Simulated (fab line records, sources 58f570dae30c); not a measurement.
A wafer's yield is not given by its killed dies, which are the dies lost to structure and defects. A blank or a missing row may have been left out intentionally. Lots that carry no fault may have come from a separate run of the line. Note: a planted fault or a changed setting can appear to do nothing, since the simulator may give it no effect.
Which tool did it? + flow berkeleyCmos170 + Sampling: 13 lots, 39 wafers, 5 of 331 route steps

== WHAT EACH GAUGE READ, for each wafer ==
UCB170_M1_RS_MEAS_01: measures by four-point-probe.
| lot  | measured     | on           | M1_AL_RS (ohm/sq)                         |
|------|--------------|--------------|-------------------------------------------|
| L917 | day 6 17:09  | filmMetro-02 | 0.0479 0.0481 0.0479                      |
| L918 | day 7 06:27  | filmMetro-04 | 0.0483 0.0482 0.0472                      |
| L919 | day 7 17:59  | filmMetro-02 | 0.0483 0.0481 0.0483                      |
| L920 | day 8 06:49  | filmMetro-04 | 0.0479 0.0475 0.0490                      |
| L921 | day 8 08:01  | filmMetro-03 | 0.0482 0.0477 0.0481                      |
| L924 | day 8 17:19  | filmMetro-02 | 0.0498 0.0502 0.0488                      |
| L923 | day 8 16:11  | filmMetro-02 | 0.0471 0.0480 0.0478                      |
| L925 | day 9 02:14  | filmMetro-03 | 0.0488 0.0496 0.0491                      |
| L926 | day 9 02:58  | filmMetro-02 | 0.0483 0.0483 0.0474                      |
| L927 | day 9 02:02  | filmMetro-02 | 0.0479 0.0479 0.0484                      |
| L929 | day 9 16:53  | filmMetro-02 | 0.0486 0.0485 0.0490                      |
| L937 | day 10 21:28 | filmMetro-03 | 0.0492 0.0486 0.0515 0.0492 0.0486 0.0515 |
| L939 | day 11 21:13 | filmMetro-02 | 0.0477 0.0493 0.0475                      |

UCB170_M1_THK_MEAS_02: measures by xrf.
| lot  | measured     | on           | M1_AL_THK (nm)          |
|------|--------------|--------------|-------------------------|
| L917 | day 6 17:16  | filmMetro-02 | 604 608 607             |
| L918 | day 7 06:34  | filmMetro-04 | 600 598 610             |
| L919 | day 7 18:05  | filmMetro-02 | 603 606 601             |
| L920 | day 8 06:56  | filmMetro-04 | 596 606 589             |
| L921 | day 8 08:08  | filmMetro-03 | 596 603 598             |
| L924 | day 8 17:25  | filmMetro-02 | 579 574 590             |
| L923 | day 8 16:19  | filmMetro-02 | 609 601 610             |
| L925 | day 9 02:21  | filmMetro-03 | 591 580 588             |
| L926 | day 9 03:05  | filmMetro-02 | 602 602 614             |
| L927 | day 9 02:09  | filmMetro-02 | 608 607 601             |
| L929 | day 9 17:01  | filmMetro-02 | 598 597 596             |
| L937 | day 11 02:52 | filmMetro-03 | 589 592 562 586 595 562 |
| L939 | day 11 21:20 | filmMetro-02 | 608 586 609             |

UCB170_V2_THK_MEAS_04.
| lot  | measured     | on           | V2_POLISHED_THK (nm) |
|------|--------------|--------------|----------------------|
| L917 | day 7 10:22  | filmMetro-01 | 999.1 999.8 998.7    |
| L918 | day 7 20:17  | filmMetro-02 | 997.8 998.1 1000.5   |
| L919 | day 8 08:56  | filmMetro-02 | 999.5 999.4 998.4    |
| L920 | day 8 21:02  | filmMetro-04 | 1000.6 1000.4 1000.1 |
| L921 | day 8 22:04  | filmMetro-04 | 999.5 995.4 999.0    |
| L924 | day 9 10:34  | filmMetro-02 | 1001.1 1000.6 996.9  |
| L923 | day 9 05:42  | filmMetro-04 | 997.6 1000.6 997.3   |
| L925 | day 9 13:43  | filmMetro-02 | 999.6 1002.3 997.4   |
| L926 | day 9 17:29  | filmMetro-01 | 1002.1 999.3 998.9   |
| L927 | day 9 13:47  | filmMetro-04 | 999.7 1001.0 999.3   |
| L929 | day 10 08:26 | filmMetro-04 | 998.3 999.2 1000.1   |
| L937 | day 11 18:58 | filmMetro-02 | 1000.3 999.0 997.8   |
| L939 | day 12 10:07 | filmMetro-04 | 999.7 1001.7 999.2   |

== EACH LOT AND THE TOOL THAT RAN IT (in order: tool; ch and the chambers of the sampled wafers; start) ==
| lot  | UCB170_ZERO_ETCH_06              | UCB170_M1_SPUTTER_00        |
|------|----------------------------------|-----------------------------|
| L917 | rieDiel-03 ch 0,1, day 1 17:25   | pvdSputter-03, day 6 17:05  |
| L918 | rieDiel-04 ch 0,1,3, day 1 21:59 | pvdSputter-04, day 7 06:23  |
| L919 | rieDiel-04 ch 2,3, day 2 03:52   | pvdSputter-02, day 7 17:52  |
| L920 | rieDiel-01 ch 1,3, day 2 13:35   | pvdSputter-03, day 8 06:45  |
| L921 | rieDiel-04 ch 1,2, day 2 20:19   | pvdSputter-02, day 8 07:56  |
| L924 | rieDiel-03 ch 1,2, day 3 05:26   | pvdSputter-02, day 8 17:14  |
| L923 | rieDiel-01 ch 2,3, day 3 05:43   | pvdSputter-04, day 8 16:08  |
| L925 | rieDiel-03 ch 0,1, day 3 12:46   | pvdSputter-02, day 9 02:10  |
| L926 | rieDiel-01 ch 0,2,3, day 3 20:03 | pvdSputter-03, day 9 02:54  |
| L927 | rieDiel-04 ch 0,1,3, day 3 20:07 | pvdSputter-04, day 9 01:58  |
| L929 | rieDiel-01 ch 0,1, day 4 08:30   | pvdSputter-02, day 9 16:49  |
| L937 | rieDiel-01 ch 0,2,3, day 6 01:07 | pvdSputter-02, day 10 21:22 |
| L939 | rieDiel-03 ch 1,2,3, day 6 09:32 | pvdSputter-03, day 11 21:09 |
- UCB170_ZERO_ETCH_06: etches SiO2 in CHF3/CF4/Ar, time 12 s.
- UCB170_M1_SPUTTER_00: material Al, target thk 600 nm, time 80 s.

== AS READ BY THE TOOLS THEMSELVES (means over the sampled wafers that have a number; for cases with no such wafer, the mark the record gives instead) ==
UCB170_ZERO_ETCH_06.
| lot  | tool       | cf4FlowSccm (sccm) | drypumpMotorCurrentA (A) | oesProductAu (a.u.) | throttleValvePct (%) |
|------|------------|--------------------|--------------------------|---------------------|----------------------|
| L917 | rieDiel-03 | 9.994              | 6.1                      | 0.625               | 9.36                 |
| L918 | rieDiel-04 | 9.985              | 5.7                      | 0.624               | 9.23                 |
| L919 | rieDiel-04 | 9.994              | 5.7                      | 0.626               | 9.28                 |
| L920 | rieDiel-01 | 9.985              | 5.9                      | 0.609               | 9.02                 |
| L921 | rieDiel-04 | 9.998              | 5.3                      | 0.622               | 9.27                 |
| L924 | rieDiel-03 | 10.008             | 5.9                      | 0.625               | 9.32                 |
| L923 | rieDiel-01 | 9.973              | 5.5                      | 0.606               | 9.13                 |
| L925 | rieDiel-03 | 10.000             | 6.1                      | 0.623               | 9.36                 |
| L926 | rieDiel-01 | 10.014             | 5.8                      | 0.608               | 9.16                 |
| L927 | rieDiel-04 | 10.007             | 5.7                      | 0.615               | 9.23                 |
| L929 | rieDiel-01 | 9.975              | 6.6                      | 0.620               | 9.05                 |
| L937 | rieDiel-01 | 10.027             | 5.8                      | 0.610               | 9.16                 |
| L939 | rieDiel-03 | 9.992              | 5.8                      | 0.622               | 9.27                 |

UCB170_M1_SPUTTER_00.
| lot  | tool          | throttleValvePct (%) |
|------|---------------|----------------------|
| L917 | pvdSputter-03 | 30.6                 |
| L918 | pvdSputter-04 | 30.3                 |
| L919 | pvdSputter-02 | 30.5                 |
| L920 | pvdSputter-03 | 31.1                 |
| L921 | pvdSputter-02 | 30.6                 |
| L924 | pvdSputter-02 | 31.0                 |
| L923 | pvdSputter-04 | 29.6                 |
| L925 | pvdSputter-02 | 29.6                 |
| L926 | pvdSputter-03 | 30.2                 |
| L927 | pvdSputter-04 | 29.9                 |
| L929 | pvdSputter-02 | 29.6                 |
| L937 | pvdSputter-02 | 30.1                 |
| L939 | pvdSputter-03 | 29.5                 |

== THE ANSWER, worked out from the rows above alone ==
Rule: what is usual is taken from the lots themselves. Put in order of their means at a reading, lots are off if they are a third of the lots or fewer, leave a main group of 4 or more, and stand apart from it by a gap of 3 or more times the standard deviation of the main group's means; of several such gaps the widest counts. The tables above print the reading to a certain number of digits; a main group whose means all agree to those digits is not used. Also off: a lot with no number at a reading for which 4 or more lots have one. Any other lot the step has rows for is counted as sound. Order of review: gauges by route order, followed by the tools' own readings, for which a lot's mean as printed above is used. The first step at which some lot is off is used, and at that step the reading that is off furthest; a lot without a number counts as furthest.
No lot is off at any reading shown: from this, nothing can be told.

== WHAT THE SIMULATOR PUT IN ==
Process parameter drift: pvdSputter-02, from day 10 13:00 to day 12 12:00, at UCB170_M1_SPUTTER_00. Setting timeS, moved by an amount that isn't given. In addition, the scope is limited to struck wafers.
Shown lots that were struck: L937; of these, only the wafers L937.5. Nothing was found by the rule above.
